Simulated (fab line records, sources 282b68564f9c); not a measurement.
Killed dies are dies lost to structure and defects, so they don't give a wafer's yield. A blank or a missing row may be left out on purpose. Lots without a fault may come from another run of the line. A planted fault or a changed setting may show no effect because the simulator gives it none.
fab line records | flow rit_cmos
record lots=5 wafers=23
route steps=202 shown M1@184
start_h: hours from the record's first day to the start of the lot's first wafer shown | wait_h: hours since the lot's step before | " the same as in the row above | L1.1+2: a row that stands for several wafers | - no value, or no start given | * or withheld: withheld | < > ~ a bound
route shown NAME@n: a module of which the file shows steps, and the number in the route of the first | usual: mean/standard deviation of fault-free wafers | same: alike in all rows | chamber/n: place in a boat | sites: the reading at each site | _std_site: their standard deviation | _edge_site: outer sites' mean less inner sites' | radius_mm: how far each site lies from the wafer's centre | mask NAME#n: copy n | behind: the tool/chamber that last shaped the wafer | hold: why the lot was held/for how many hours/how that ended | device: the transistor (n, p or np) that didn't switch | end of line: the same wafers' tests at the end of the route | a step without rows: its recipe alone | killed: dies lost to structure and defects at the first sort, not the wafer's yield | map: a wafer's dies, x killed, . not, _ none there
set.NAME: the setting as run; set.NAME@STEP: as run at that earlier step | model.NAME: the simulator's own value behind a step, which no gauge read
lots whose settings were changed on purpose; a table a step, a row a wafer
## steps
# step RIT_M1_SPUTTER_00
# recipe material=Al target_thk_nm=400 power_w=2000 chamber_pressure_pa=0.4 gas=Ar time_s=500 substrate_temp_c=25
# columns lot.wafer tool chamber start_h wait_h set.time_s model.Al_of_M1_SPUTTER_00.thk_nm
L074.1 pvd_sputter-02 - 52.89 0.0 500 399.3
L074.2 " - " " 454.1 357.3
L074.3 " - " " 454.1 366.7
L074.4 " - " " 500 402.1
L074.6 " - " " 500 399.6
L079.1 pvd_sputter-04 - 77.24 0.0 524.6 426.7
L079.2 " - " " 524.6 426.5
L079.4 " - " " 500 409.4
L079.5 " - " " 500 406.3
L079.6 " - " " 500 397.6
L080.2 pvd_sputter-02 - 83.08 0.0 500 408.1
L080.3 " - " " 500 403.3
L080.4 " - " " 500 397.8
L080.5 " - " " 500 399.4
L080.6 " - " " 500 408.4
L082.1 pvd_sputter-04 - 93.53 0.0 500 417.1
L082.2 " - " " 574.5 464.7
L082.4 " - " " 574.5 472.5
L082.5 " - " " 500 409.2
L082.6 " - " " 500 417.6
L085.1 pvd_sputter-03 - 108.64 0.0 500 402.1
L085.3 " - " " 500 403.8
L085.4 " - " " 500 400.2
# step RIT_M1_RS_MEAS_01
# recipe thk_meas_gauge=four-point-probe reads=Al_of_M1_SPUTTER_00
# usual M1_AL_RS=0.0724/0.00096
# columns lot.wafer tool chamber start_h wait_h set.time_s@M1_SPUTTER_00 M1_AL_RS[ohm/sq]
L074.1 film_metro-01 - 53.18 0.1 500 0.0734
L074.2 " - " " 454.1 0.0824
L074.3 " - " " 454.1 0.0802
L074.4 " - " " 500 0.0729
L074.6 " - " " 500 0.0733
L079.1 film_metro-04 - 77.53 0.1 524.6 0.0686
L079.2 " - " " 524.6 0.0688
L079.4 " - " " 500 0.0717
L079.5 " - " " 500 0.0721
L079.6 " - " " 500 0.0739
L080.2 film_metro-03 - 83.39 0.2 500 0.0720
L080.3 " - " " 500 0.0727
L080.4 " - " " 500 0.0739
L080.5 " - " " 500 0.0733
L080.6 " - " " 500 0.0718
L082.1 film_metro-04 - 93.83 0.1 500 0.0703
L082.2 " - " " 574.5 0.0630
L082.4 " - " " 574.5 0.0618
L082.5 " - " " 500 0.0718
L082.6 " - " " 500 0.0703
L085.1 film_metro-04 - 108.93 0.1 500 0.0730
L085.3 " - " " 500 0.0727
L085.4 " - " " 500 0.0733
# step RIT_M1_THK_MEAS_02
# recipe thk_meas_gauge=xrf reads=Al_of_M1_SPUTTER_00
# usual M1_AL_THK=404/5.6
# columns lot.wafer tool chamber start_h wait_h set.time_s@M1_SPUTTER_00 M1_AL_THK[nm]
L074.1 film_metro-01 - 53.30 0.1 500 400
L074.2 " - " " 454.1 357
L074.3 " - " " 454.1 370
L074.4 " - " " 500 402
L074.6 " - " " 500 395
L079.1 film_metro-04 - 77.65 0.1 524.6 423
L079.2 " - " " 524.6 425
L079.4 " - " " 500 407
L079.5 " - " " 500 403
L079.6 " - " " 500 393
L080.2 film_metro-03 - 83.50 0.1 500 407
L080.3 " - " " 500 404
L080.4 " - " " 500 397
L080.5 " - " " 500 399
L080.6 " - " " 500 408
L082.1 film_metro-04 - 93.95 0.1 500 411
L082.2 " - " " 574.5 463
L082.4 " - " " 574.5 471
L082.5 " - " " 500 407
L082.6 " - " " 500 418
L085.1 film_metro-04 - 109.05 0.1 500 399
L085.3 " - " " 500 400
L085.4 " - " " 500 399
# step RIT_M1_SOFTBAKE_05
# recipe resist=NOVOLAK temp_c=90 time_s=60
# columns lot.wafer tool chamber start_h wait_h set.time_s
L074.1+2 litho_track-04 0 53.66 0.1 60
L074.3+4+6 " 0 " " 53.63
L079.1+4+5 litho_track-04 0 78.01 0.1 52.48
L079.2+6 " 0 " " 60
L080.2+4+6 litho_track-04 0 83.88 0.1 67.39
L080.3+5 " 0 " " 60
L082.1+4 litho_track-04 0 94.31 0.1 55.81
L082.2+5+6 " 0 " " 60
L085.1+3+4 litho_track-01 0 109.41 0.1 60
# step RIT_M1_EXPOSE_06
# recipe mask_id=M12 na=0.6 source_shape=conventional sigma_outer=0.5 target_cd_nm=2600 dose_mj=255.5
# step RIT_M1_PEB_07
# recipe resist=NOVOLAK temp_c=withheld time_s=withheld
# step RIT_M1_HARDBAKE_11
# recipe resist=NOVOLAK temp_c=140 time_s=120
# step RIT_M1_METAL_ETCH_12
# recipe stop_on=SiO2 chemistry=Cl2/BCl3 target=Al time_s=165 over_etch_frac=0.4724 pressure_mtorr=100 target_depth_a=6000 rf_w=250 Cl2_flow_sccm=60 bcl3_flow_sccm=50
# usual oes_product_au=0.801/0.012
# columns lot.wafer tool chamber start_h wait_h set.time_s@CONTACT_CVD_00 set.time_s@M1_SPUTTER_00 oes_product_au model.SiO2_of_CONTACT_CVD_00.thk_nm
L074.1 rie_metal-03 0 54.65 0.2 66.71 500 0.792 397.9
L074.2 " 1 " " 61 454.1 0.734 -
L074.3 " 0 " " 61 454.1 0.769 -
L074.4 " 1 " " 61 500 0.779 366.6
L074.6 " 1 " " 66.71 500 0.778 394.4
L079.1 rie_metal-02 1 79.12 0.2 61 524.6 0.817 365.7
L079.2 " 0 " " 61 524.6 0.821 361.9
L079.4 " 0 " " 53.63 500 0.795 323.4
L079.5 " 1 " " 53.63 500 0.790 320.9
L079.6 " 0 " " 61 500 0.788 368.1
L080.2 rie_metal-03 1 84.84 0.2 68.29 500 0.787 398.1
L080.3 " 0 " " 61 500 0.810 362.4
L080.4 " 1 " " 61 500 0.781 365.7
L080.5 " 0 " " 68.29 500 0.802 407.7
L080.6 " 1 " " 61 500 0.795 352.1
L082.1 rie_metal-01 0 95.29 0.2 61 500 0.833 365.2
L082.2 " 1 " " 65.63 574.5 0.878 -
L082.4 " 1 " " 65.63 574.5 0.885 -
L082.5 " 0 " " 65.63 500 0.823 404.4
L082.6 " 1 " " 61 500 0.817 363.8
L085.1 rie_metal-01 0 110.45 0.2 61 500 0.813 361.8
L085.3 " 1 " " 61 500 0.800 360.5
L085.4 " 0 " " 61 500 0.813 375.8
# step RIT_M1_STRIP_13
# recipe chemistry=nmp resist=NOVOLAK temp_c=80 time_s=600 dry=n2_spin
# step RIT_M1_STRIP_14
# recipe chemistry=O2 time_s=180 platen_temp_c=withheld power_w=500 pressure_mtorr=4000 o2_flow_sccm=4000
# step RIT_M1_ANNEAL_15
# recipe temp_c=450 time_s=1800 ambient=forming_gas_H2N2
# step RIT_M1_PROBE_99
# columns lot.wafer tool chamber start_h wait_h set.develop_time_s@GATE_DEVELOP_15 model.etest.pmos_0p15.r_on_ohm_um model.etest.pmos_0p3.r_on_ohm_um model.etest.pmos_turned.r_on_ohm_um model.etest.nmos_0p15.drive_ua_um model.etest.pmos_0p15.drive_ua_um model.etest.npoly_line.line_ohm_um
L074.1 prober-02 - 56.90 0.1 52.12 2400 5883 3090 553.2 313.1 208.7
L074.2 prober-02 - 56.95 0.1 50 2690 6171 3376 511.9 285.4 195.7
L074.3 prober-02 - 57.00 0.2 50 2830 6291 3581 470.5 255.8 174.8
L074.4 prober-02 - 57.05 0.2 52.12 2760 6100 3483 497.6 276.2 188.6
L074.6 prober-02 - 57.15 0.2 52.12 2578 6035 3285 516.2 289.8 189.8
L079.1 prober-01 - 81.39 0.1 50 2843 6428 3569 470.4 246.1 164.8
L079.2 prober-01 - 81.44 0.1 56.69 2188 5754 2863 619.7 337.7 225.5
L079.4 prober-01 - 81.54 0.2 56.69 2333 5959 3007 586.5 316 220.3
L079.5 prober-01 - 81.59 0.2 56.69 2187 5787 2939 620.7 333.8 234
L079.6 prober-01 - 81.64 0.2 50 2886 6464 3584 467.4 241.1 163.4
L080.2 prober-02 - 87.14 0.1 53.23 2413 5810 3087 529.4 297.2 183.9
L080.3 prober-02 - 87.19 0.2 50 2599 5961 3265 517.8 286.5 182.3
L080.4 prober-02 - 87.24 0.2 50 2679 6028 3378 496.8 266.6 165.4
L080.5 prober-02 - 87.29 0.2 53.23 2537 5858 3194 543.2 295 183.9
L080.6 prober-02 - 87.34 0.2 50 2489 5929 3165 518 287.4 178.4
L082.1 prober-02 - 97.55 0.1 52.28 2513 5990 3122 511.8 295.1 185.9
L082.2 prober-02 - 97.60 0.1 52.28 2522 5953 3112 517.4 303.8 192.8
L082.4 prober-02 - 97.70 0.2 50 2887 6243 3516 455.8 260.1 163.7
L082.5 prober-02 - 97.75 0.2 52.28 2496 5887 3090 517.4 300.8 186
L082.6 prober-02 - 97.80 0.2 50 2674 6188 3250 489.2 281.9 182
L085.1 prober-01 - 113.90 0.1 50 2648 5992 3322 502.4 274.5 170.2
L085.3 prober-01 - 114.00 0.2 50 2791 6126 3522 487.8 262.8 167
L085.4 prober-01 - 114.05 0.2 50 2718 6033 3396 494.2 269.2 165.7
# killed by level:class
L085.1 GATE:geometric_particle:open=3 REOX:geometric_particle:open=2 FOX1:geometric_particle:open=1 SILICIDE:geometric_particle:open=1
L085.3 ACTIVE:geometric_particle:short=1 FOX1:geometric_particle:short=1 FOX1:geometric_particle:open=1 SPACER:geometric_particle:short=1 SILICIDE:geometric_particle:short=1 SILICIDE:geometric_particle:open=1
L085.4 REOX:geometric_particle:open=2 FOX1:geometric_particle:open=1 GATE:geometric_particle:open=1 REOX:geometric_particle:short=1 SPACER:geometric_particle:short=1 SILICIDE:geometric_particle:open=1
## key
split step=RIT_M1_SPUTTER_00 setting=time_s stated=500 by=wafer
response step=RIT_M1_SPUTTER_00 reading=model.Al_of_M1_SPUTTER_00.thk_nm change=+3.83 per=1% r=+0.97
response step=RIT_M1_RS_MEAS_01 reading=M1_AL_RS change=-0.000661 per=1% r=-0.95
response step=RIT_M1_THK_MEAS_02 reading=M1_AL_THK change=+3.79 per=1% r=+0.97
response step=RIT_M1_METAL_ETCH_12 reading=oes_product_au change=+0.00387 per=1% r=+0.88
split step=RIT_M1_SOFTBAKE_05 setting=time_s stated=60 by=wafer
response none clear
split outside_this_file step=RIT_GATE_DEVELOP_15 setting=develop_time_s
split outside_this_file step=RIT_CONTACT_CVD_00 setting=time_s
# split outside_this_file: this setting was split too, and the file shows its column; the key of that split is in another file
